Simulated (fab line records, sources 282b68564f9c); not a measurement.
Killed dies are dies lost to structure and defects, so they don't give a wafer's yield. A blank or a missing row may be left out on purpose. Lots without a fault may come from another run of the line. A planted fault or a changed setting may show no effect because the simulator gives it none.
fab line records | flow rit_cmos
record lots=14 wafers=42 last_day=8
route steps=202 shown FOX2@24 GATE@96 CONTACT@171 M1@202
lots that met no fault: from a run of the same line without faults
start_h: hours from the record's first day to the start of the lot's first wafer shown | wait_h: hours since the lot's step before | " the same as in the row above | L1.1+2: a row that stands for several wafers | - no value, or no start given | * or withheld: withheld | < > ~ a bound
route shown NAME@n: a module of which the file shows steps, and the number in the route of the first | usual: mean/standard deviation of fault-free wafers | same: alike in all rows | chamber/n: place in a boat | sites: the reading at each site | _std_site: their standard deviation | _edge_site: outer sites' mean less inner sites' | radius_mm: how far each site lies from the wafer's centre | mask NAME#n: copy n | behind: the tool/chamber that last shaped the wafer | hold: why the lot was held/for how many hours/how that ended | device: the transistor (n, p or np) that didn't switch | end of line: the same wafers' tests at the end of the route | a step without rows: its recipe alone | killed: dies lost to structure and defects at the first sort, not the wafer's yield | map: a wafer's dies, x killed, . not, _ none there
set.NAME: the setting as run; set.NAME@STEP: as run at that earlier step | model.NAME: the simulator's own value behind a step, which no gauge read
steps of the route over a sample of lots; a table a step, a row a wafer
services: from which hour (start_h, from the record's first day; less than 0 if before it) a tool's chamber was out of use, for how many hours, and why
## steps
# step RIT_FOX2_THK_MEAS_01
# recipe reads=SiO2_of_FOX2_OXIDATION_00
# usual FOX2_OXIDE_THK=352/6.5
# columns lot.wafer tool chamber start_h wait_h FOX2_OXIDE_THK[nm]
L190.3 film_metro-02 - 30.50 0.0 352
L190.4 " - " " 345
L190.5 " - " " 353
L191.2 film_metro-04 - 41.82 0.0 350
L191.3 " - " " 346
L191.6 " - " " 349
L192.4 film_metro-02 - 46.01 0.0 353
L192.5 " - " " 352
L192.6 " - " " 352
L193.3 film_metro-02 - 50.35 0.0 356
L193.4 " - " " 355
L193.5 " - " " 351
L194.3 film_metro-04 - 50.35 0.0 348
L194.4 " - " " 356
L194.6 " - " " 354
L197.2 film_metro-02 - 68.21 0.0 351
L197.3 " - " " 351
L197.4 " - " " 356
L198.4 film_metro-02 - 70.24 0.0 351
L198.5 " - " " 357
L198.6 " - " " 351
L200.2 film_metro-02 - 81.72 0.0 340
L200.3 " - " " 341
L200.5 " - " " 338
L201.1 film_metro-02 - 86.79 0.0 361
L201.3 " - " " 356
L201.5 " - " " 359
L206.1 film_metro-04 - 108.43 0.0 346
L206.2 " - " " 348
L206.5 " - " " 345
L207.3 film_metro-03 - 115.83 0.0 351
L207.4 " - " " 349
L207.6 " - " " 360
L208.3 film_metro-04 - 120.60 0.0 357
L208.4 " - " " 353
L208.6 " - " " 356
L209.1 film_metro-02 - 127.23 0.0 351
L209.2 " - " " 356
L209.6 " - " " 350
L210.1 film_metro-02 - 132.52 0.0 362
L210.2 " - " " 359
L210.3 " - " " 367
# step RIT_GATE_STRIP_20
# recipe chemistry=O2 time_s=180 resist=NOVOLAK platen_temp_c=withheld power_w=500 pressure_mtorr=4000 o2_flow_sccm=4000
# usual drypump_motor_current_A=5.8/0.35
# same time_s=180
# columns lot.wafer tool chamber start_h wait_h drypump_motor_current_A rf_hours_counter_h
L190.3 plasma_asher-03 1 49.23 0.1 5.7 -
L190.4 " 0 " " 5.7 -
L190.5 " 1 " " 5.7 -
L191.2 plasma_asher-04 0 63.19 0.1 5.7 42
L191.3 " 0 " " 5.7 -
L191.6 " 1 " " 5.2 -
L192.4 plasma_asher-02 0 68.62 0.1 6.2 -
L192.5 " 1 " " 6.0 -
L192.6 " 0 " " 6.2 -
L193.3 plasma_asher-04 1 70.13 0.1 5.2 -
L193.4 " 0 " " 5.7 -
L193.5 " 0 " " 5.7 -
L194.3 plasma_asher-02 1 71.69 0.1 6.0 -
L194.4 " 0 " " 6.3 -
L194.6 " 0 " " 6.3 -
L197.2 plasma_asher-04 0 87.25 0.1 5.7 44
L197.3 " 0 " " 5.7 -
L197.4 " 1 " " 5.2 -
L198.4 plasma_asher-04 0 90.25 0.1 5.7 -
L198.5 " 0 " " 5.7 -
L198.6 " 1 " " 5.2 -
L200.2 plasma_asher-02 1 103.04 0.1 6.0 30
L200.3 " 1 " " 6.0 -
L200.5 " 0 " " 6.3 -
L201.1 plasma_asher-04 1 106.07 0.1 5.2 47
L201.3 " 0 " " 5.7 -
L201.5 " 1 " " 5.2 -
L206.1 plasma_asher-03 1 133.58 0.1 5.7 51
L206.2 " 0 " " 5.7 51
L206.5 " 0 " " 5.7 -
L207.3 plasma_asher-03 0 137.63 0.1 5.7 -
L207.4 " 1 " " 5.7 -
L207.6 " 0 " " 5.7 -
L208.3 plasma_asher-03 1 148.06 0.1 5.7 -
L208.4 " 0 " " 5.7 -
L208.6 " 1 " " 5.7 -
L209.1 plasma_asher-02 1 153.17 0.1 6.0 35
L209.2 " 0 " " 6.3 35
L209.6 " 0 " " 6.3 -
L210.1 plasma_asher-03 1 160.53 0.1 5.7 54
L210.2 " 0 " " 5.6 54
L210.3 " 1 " " 5.8 -
# step RIT_CONTACT_COAT_03
# recipe resist=NOVOLAK spin_rpm=3250 resist_thk_nm=1000
# usual chill_plate_temp_C=22.99/0.11 dispense_pressure_kPa=44.0/2.1 resist_line_temp_C=23.01/0.12
# columns lot.wafer tool chamber start_h wait_h chill_plate_temp_C dispense_pressure_kPa resist_line_temp_C
L190.3 litho_track-02 0 63.87 0.1 23.00 47.2 22.85
L190.4 " 0 " " 23.05 47.2 22.96
L190.5 " 0 " " 22.98 47.2 23.10
L191.2 litho_track-04 0 77.83 0.1 23.07 42.1 23.03
L191.3 " 0 " " 23.27 42.1 23.09
L191.6 " 0 " " 23.00 42.1 22.99
L192.4 litho_track-04 0 82.54 0.1 22.84 42.1 22.88
L192.5 " 0 " " 22.87 42.1 22.99
L192.6 " 0 " " 22.89 42.1 22.95
L193.3 litho_track-03 0 85.49 0.1 22.81 44.0 22.78
L193.4 " 0 " " 22.94 44.0 23.05
L193.5 " 0 " " 22.91 44.0 22.90
L194.3 litho_track-02 0 85.70 0.1 22.89 47.2 23.08
L194.4 " 0 " " 22.83 47.3 23.06
L194.6 " 0 " " 22.90 47.3 23.02
L197.2 litho_track-03 0 103.97 0.1 23.10 44.0 23.12
L197.3 " 0 " " 22.93 44.0 22.84
L197.4 " 0 " " 23.02 44.0 23.05
L198.4 litho_track-04 0 104.20 0.1 22.91 42.1 22.94
L198.5 " 0 " " 22.95 42.1 22.87
L198.6 " 0 " " 22.84 42.1 22.92
L200.2 litho_track-02 - 118.37 0.1 - - -
L200.3 " - " " - - -
L200.5 " - " " - - -
L201.1 litho_track-03 - 120.47 0.1 - - -
L201.3 " - " " - - -
L201.5 " - " " - - -
L206.1 litho_track-04 0 148.85 0.1 22.97 42.2 23.12
L206.2 " 0 " " 22.93 42.2 23.20
L206.5 " 0 " " 23.13 42.2 22.91
L207.3 litho_track-04 0 153.89 0.1 23.16 42.1 22.91
L207.4 " 0 " " 23.00 42.1 22.89
L207.6 " 0 " " 22.91 42.2 22.92
L208.3 litho_track-02 0 164.04 0.1 23.06 47.2 23.30
L208.4 " 0 " " 23.02 47.3 23.23
L208.6 " 0 " " 22.99 47.2 23.23
L209.1 litho_track-02 0 170.27 0.1 22.85 47.2 23.14
L209.2 " 0 " " 23.01 47.2 22.91
L209.6 " 0 " " 22.96 47.2 22.89
L210.1 litho_track-03 0 179.25 0.1 23.03 43.9 23.28
L210.2 " 0 " " 22.99 44.0 23.03
L210.3 " 0 " " 22.90 43.9 23.16
# step RIT_CONTACT_CD_MEAS_08
# recipe target_cd_nm=1000
# usual cd_nm=1000.0/2.2
# columns lot.wafer tool chamber start_h wait_h cd_nm
L190.3 cd_sem-01 - 64.80 - 999.5
L190.4 " - " " 1000.9
L190.5 " - " " 1002.9
L191.2 cd_sem-02 - 78.80 - 997.9
L191.3 " - " " 997.6
L191.6 " - " " 997.0
L192.4 cd_sem-02 - 83.63 - 996.8
L192.5 " - " " 997.9
L192.6 " - " " 999.0
L193.3 cd_sem-02 - 86.42 - 1000.5
L193.4 " - " " 1001.3
L193.5 " - " " 1000.3
L194.3 cd_sem-02 - 86.66 - 1000.4
L194.4 " - " " 998.8
L194.6 " - " " 996.9
L197.2 cd_sem-01 - 104.78 - 998.5
L197.3 " - " " 998.5
L197.4 " - " " 996.1
L198.4 cd_sem-02 - 105.13 - 1002.7
L198.5 " - " " 1002.4
L198.6 " - " " 1002.8
L200.2 cd_sem-02 - 119.18 - -
L200.3 " - " " -
L200.5 " - " " -
L201.1 cd_sem-02 - 121.29 - -
L201.3 " - " " -
L201.5 " - " " -
L206.1 cd_sem-02 - 149.67 - 996.3
L206.2 " - " " 999.8
L206.5 " - " " 997.9
L207.3 cd_sem-02 - 154.82 - 1002.0
L207.4 " - " " 999.8
L207.6 " - " " 1001.7
L208.3 cd_sem-01 - 164.85 - 1000.9
L208.4 " - " " 1002.0
L208.6 " - " " 999.3
L209.1 cd_sem-02 - 171.22 - 999.7
L209.2 " - " " 1001.2
L209.6 " - " " 1002.1
L210.1 cd_sem-02 - 180.29 - 1001.7
L210.2 " - " " 1000.0
L210.3 " - " " 999.5
# step RIT_CONTACT_CD_MEAS_90
# recipe target_cd_nm=1000
# usual cd_nm=999.9/2.2
# columns lot.wafer tool chamber start_h wait_h cd_nm
L190.3 cd_sem-02 - 65.48 0.1 998.2
L190.4 " - " " 1000.8
L190.5 " - " " 1001.8
L191.2 cd_sem-01 - 79.48 0.1 998.0
L191.3 " - " " 997.5
L191.6 " - " " 996.9
L192.4 cd_sem-01 - 84.41 0.1 997.0
L192.5 " - " " 997.2
L192.6 " - " " 999.6
L193.3 cd_sem-02 - 87.09 0.1 1000.6
L193.4 " - " " 1001.2
L193.5 " - " " 1000.9
L194.3 cd_sem-01 - 87.34 0.1 1000.8
L194.4 " - " " 998.3
L194.6 " - " " 997.0
L197.2 cd_sem-02 - 105.61 0.1 998.3
L197.3 " - " " 998.5
L197.4 " - " " 996.1
L198.4 cd_sem-02 - 105.80 0.1 1002.2
L198.5 " - " " 1002.8
L198.6 " - " " 1002.4
L200.2 cd_sem-02 - 120.04 0.1 -
L200.3 " - " " -
L200.5 " - " " -
L201.1 cd_sem-01 - 121.97 0.1 -
L201.3 " - " " -
L201.5 " - " " -
L206.1 cd_sem-01 - 150.35 0.1 995.5
L206.2 " - " " 999.7
L206.5 " - " " 997.2
L207.3 cd_sem-01 - 155.50 0.1 1001.0
L207.4 " - " " 999.1
L207.6 " - " " 1001.7
L208.3 cd_sem-01 - 165.52 0.1 1001.0
L208.4 " - " " 1001.8
L208.6 " - " " 998.7
L209.1 cd_sem-01 - 171.89 0.1 999.2
L209.2 " - " " 1001.1
L209.6 " - " " 1001.4
L210.1 cd_sem-01 - 181.01 0.2 1001.0
L210.2 " - " " 999.4
L210.3 " - " " 998.9
# step RIT_M1_PROBE_99
# usual killed_at_M0_to_M3=0.0/0.2 killed_at_contacts=0.1/0.31 killed_at_front_end=7/3 killed_dies=7/3 killed_on_rim=2.0/1.3 killed_open=3.8/2.1 killed_short=3.6/1.9
# same gross_dies=264 killed_at_M4_up=0 killed_at_back_side=0 killed_at_other=0
# columns lot.wafer tool chamber start_h wait_h killed_at_M0_to_M3 killed_at_contacts killed_at_front_end killed_dies killed_on_rim killed_open killed_short
L200.3 prober-01 - 125.19 0.2 0 258 6 264 70 3 3
L200.5 prober-01 - 125.29 0.2 0 253 11 264 70 8 3
L201.1 prober-02 - 127.16 0.1 0 260 4 264 70 1 2
L201.3 prober-02 - 127.26 0.2 0 259 5 264 70 1 4
L201.5 prober-02 - 127.36 0.2 0 256 8 264 70 4 4
L208.3 prober-01 - 170.43 0.2 0 0 4 4 0 2 2
L208.6 prober-01 - 170.58 0.2 0 0 7 7 1 5 2
# killed by level:class
L200.3 CONTACT:area_expose=258 GATE:geometric_particle:short=2 FOX1:geometric_particle:open=1 GATE:geometric_particle:open=1 SPACER:geometric_particle:short=1 SPACER:geometric_particle:open=1
L200.5 CONTACT:area_expose=253 GATE:geometric_particle:open=4 FOX1:geometric_particle:short=2 FOX2:geometric_particle:open=2 REOX:geometric_particle:open=2 GATE:geometric_particle:short=1
L201.1 CONTACT:area_expose=260 FOX1:geometric_particle:short=1 GATE:geometric_particle:short=1 SILICIDE:geometric_particle:open=1 PWELL:coat_microbubble_printed=1
L201.3 CONTACT:area_expose=259 GATE:geometric_particle:short=2 FOX1:geometric_particle:short=1 REOX:geometric_particle:open=1 SILICIDE:geometric_particle:short=1
L201.5 CONTACT:area_expose=256 REOX:geometric_particle:open=2 SILICIDE:geometric_particle:short=2 SILICIDE:geometric_particle:open=2 GATE:geometric_particle:short=1 SPACER:geometric_particle:short=1
L208.3 FOX2:geometric_particle:short=1 GATE:geometric_particle:open=1 SILICIDE:geometric_particle:open=1 SILICIDE:geometric_particle:short=1
L208.6 GATE:geometric_particle:open=4 GATE:geometric_particle:short=1 SPACER:geometric_particle:short=1 SPACER:geometric_particle:open=1
## services
# columns tool chamber start_h hours kind
plasma_asher-04 - 63.69 2.8 pm
## key
first_sign step=RIT_CONTACT_COAT_03 reading=tool_record direction=missing
effect step=RIT_CONTACT_CD_MEAS_08 reading=cd_nm direction=missing
effect step=RIT_M1_PROBE_99 reading=killed_at_contacts direction=up sigmas=99+ usual=0.1 struck=257.2
more_kills_born_at RIT_CONTACT_EXPOSE_05@iline_stepper-02=1286
met_at RIT_CONTACT_COAT_03
struck_lots L200,L201
rows_end L200.2
later_rows_left_out L200.3,L200.5,L201.1,L201.3,L201.5
tester_left_out L200,L201
not_acting_at RIT_FOX2_THK_MEAS_01,RIT_GATE_STRIP_20,RIT_CONTACT_CD_MEAS_90
onset_between 103.97 118.37
fault kind=skipped_step_whole tool=litho_track-02,litho_track-03 chamber=- onset_h=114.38 steps=RIT_CONTACT_COAT_03 scope=struck_lots_only
# tester_left_out: of these lots the tester's yield and bins aren't shown, on N5 and GAA mostly nor the transistor test; their killed dies are dies lost to structure and defects alone, not to doping, threshold or leakage, so they don't give the yield
# later_rows_left_out: the simulator's readings of these wafers behind a module that went badly wrong aren't trusted and aren't shown, but for the sort
# rows_end: these wafers met a further fault down the route, and their rows from its step on are left out
